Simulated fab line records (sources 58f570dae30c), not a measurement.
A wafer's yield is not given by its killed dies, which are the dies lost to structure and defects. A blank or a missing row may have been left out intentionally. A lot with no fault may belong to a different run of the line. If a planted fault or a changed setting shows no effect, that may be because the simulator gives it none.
2 desks looking at one fault    flow berkeley-cmos170    what lay behind the numbers comes last; until then each desk has only its own

== FOR THE TOOL OWNER'S DESK: furnace-01 ==
The tool's own readings at UCB170_GATE_OXIDATION_01 (target thk 6.6 nm, ox time 1800 s): means of the sampled wafers that have a number, for each lot that ran on this tool. Marked OUT: a lot whose mean sits more than 4 standard deviations from the usual mean, which makes it out of limits; the brackets give that distance.
Columns: A = spike-tc-centre-C at UCB170_GATE_OXIDATION_01, usual 852.8 C; B = spike-tc-load-C at UCB170_GATE_OXIDATION_01, usual 872 C; C = spike-tc-source-C at UCB170_GATE_OXIDATION_01, usual 871.0 C; D = tube-center-temp-C at UCB170_GATE_OXIDATION_01, usual 850 C; E = tube_center_temp_C_max at UCB170_GATE_OXIDATION_01, usual 852.3
lot   first seen here  A                B               C                 D                      E
L367  day 6 04:49      853.6            871             871.0             850                    852.2
L368  day 6 04:49      853.4            871             870.9             850                    852.2
L369  day 6 14:34      852.4            870             871.4             850                    852.2
L370  day 7 00:46      839.4 (-12) OUT  857 (-4.5) OUT  858.2 (-8.5) OUT  836 (-99 or more) OUT  838.1 (-37) OUT
L371  day 7 00:46      838.4 (-13) OUT  857 (-4.6) OUT  856.5 (-9.6) OUT  836 (-99 or more) OUT  837.9 (-38) OUT
L372  day 7 00:46      838.2 (-13) OUT  856 (-4.7) OUT  856.0 (-10) OUT   836 (-99 or more) OUT  838.2 (-37) OUT
L373  day 7 00:46      838.6 (-13) OUT  857 (-4.4) OUT  856.0 (-10) OUT   836 (-99 or more) OUT  838.4 (-36) OUT
Finding of this desk: L370, L371, L372, L373 out of limits; the first was L370 at day 7 00:46, on spike-tc-centre-C at UCB170_GATE_OXIDATION_01. In limits: L367, L368, L369.

== AT THE METROLOGY DESK ==
Means of the sampled wafers that have a number, per lot and without regard to the tool the lot ran on: this is what the gauges read. Marked OUT: a lot whose mean sits more than 4 standard deviations from the usual mean, which makes it out of limits; the brackets give that distance.
Columns: A = SACOX_OXIDE_THK at UCB170_SACOX_THK_MEAS_02, usual 14.41 nm; B = GATE_OXIDE_THK at UCB170_GATE_THK_MEAS_02, usual 6.67 nm; C = GATE_OVL at UCB170_GATE_OVL_MEAS_13, usual -1 nm
lot   first seen here  A      B                C
L368  day 5 13:16      14.12  6.65             -3
L367  day 5 13:16      14.38  6.60             -1
L369  day 6 00:23      14.16  6.70             3
L372  day 6 11:55      14.01  5.74 (-8.4) OUT  3
L370  day 6 11:55      14.90  5.57 (-10) OUT   2
L373  day 6 11:55      14.41  5.61 (-9.6) OUT  -3
L371  day 6 11:59      14.77  5.69 (-8.9) OUT  -2
L374  day 6 16:39      14.40  6.67             -6
L380  day 7 22:06      14.24  6.86             1
L381  day 7 22:06      14.34  6.67             -10
L390  day 9 18:00      14.23  6.62             11
Per this desk, out of limits: L370, L371, L372, L373; the first was L372, day 7 02:16 (GATE_OXIDE_THK at UCB170_GATE_THK_MEAS_02). In limits: L368, L367, L369, L374, L380, L381, L390.

== ALL TOGETHER ==
On L370, L371, L372, L373, at day 7 00:46, an alarm was possible from the tool owner's desk.
L370, L371, L372, L373 would have let the metrology desk raise an alarm at day 7 02:16.
All the named lots went through UCB170_GATE_OXIDATION_01 on furnace-01.

== WHAT THE SIMULATOR PUT IN ==
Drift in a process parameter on furnace-01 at UCB170_GATE_OXIDATION_01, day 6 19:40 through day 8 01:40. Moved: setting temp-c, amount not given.
Struck lots among those shown: L370, L371, L372, L373.
Time in hours from fault onset to the first out-of-limits reading at each desk: tool owner's desk 5, metrology desk 7.
